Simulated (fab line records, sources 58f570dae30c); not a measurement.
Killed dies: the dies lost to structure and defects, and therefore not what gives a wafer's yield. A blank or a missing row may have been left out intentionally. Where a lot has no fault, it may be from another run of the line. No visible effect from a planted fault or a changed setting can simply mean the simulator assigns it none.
Problem report, 8D (eight disciplines) form, completed by code / flow berkeley_cmos170 / the parts of the form that need people (team, actions taken, sign-off) are left out

## 1. WHAT WENT WRONG
Wafers free of any fault read 1 nm (standard deviation 6.5) for M2_OVL at UCB170_M2_OVL_MEAS_16, against a mean of 236 nm on 6 wafers of 2 lots. That is +36 standard deviations from the usual mean.
Earliest sighting: wafer L470.1 on overlay-01 at day 10 04:07. At this step, 42 wafers from 14 lots have a number in the record. By rule, "out" or "out of limits" means more than 4 standard deviations away from the usual mean. The rest of the wafers with a number are treated as sound.

## 2. WHAT IT IS, AND WHAT IT ISN'T
question=which readings at this step | is=M2_OVL | is not=-
question=which lots | is=L470, L471 | is not=L463, L464, L465, L466, L467, L468, L469, L475, L476, L482, L484, L485
question=which wafers of those lots | is=all that have a number | is not=-
question=read on which gauges | is=overlay-01 | is not=overlay-02
question=when | is=from day 10 04:07 | is not=up to then (21 sound wafers); but 15 sound wafers of L475, L476, L482, L484, L485 came after

## 3. WHAT RULES OUT EACH SUSPECT
Counting: a tool at a process step up to the reading stays a suspect if it ran every lot that is out and no sound lot after the first of them.
- the gauge at UCB170_M2_OVL_MEAS_16: kept. All the wafers that are out were read on overlay-01, and no step on other tools shows them out.
- krf_scanner-02 at UCB170_M2_EXPOSE_12 (exposes mask METAL2, target cd 700 nm): kept. Every lot that is out went through it, starting with L470 (day 10 03:37), and after that it ran no sound lot; the last sound lot it ran before then is L467 (day 9 07:34).
Left after counting: krf_scanner-02 at UCB170_M2_EXPOSE_12, overlay-01 at UCB170_M2_OVL_MEAS_16.

## 4. THE CAUSE (what the simulator had put in)
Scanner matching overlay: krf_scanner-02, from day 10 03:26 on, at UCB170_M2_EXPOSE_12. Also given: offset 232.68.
Of the 2 suspects that counting leaves, this tool is one.

## 5. SEQUENCE OF EFFECTS, ordered by route
One row per reading whose mean, taken over the struck wafers that have a number, lies over 3 standard deviations from the usual. Scope: only readings with a usual standard deviation given in the record; hours: median across lots of the time from each lot's start at the first step in this table that gives one to its start at this step; sigmas: change in usual standard deviations.
hours=0; step=UCB170_M2_OVL_MEAS_16; reading=M2_OVL; usual=1 nm; on struck wafers=236; change=+235; sigmas=+36

## 6. HOW IT WOULD HAVE BEEN CAUGHT EARLIER
In this record the first reading out of limits at a measuring or inspecting step was taken at day 10 04:07, 1 hour after the fault began at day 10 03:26.
Of the lots that are out (2), L471 began UCB170_M2_EXPOSE_12 on krf_scanner-02 after day 10 04:07. Had the tool been put on hold then, it would have been spared.
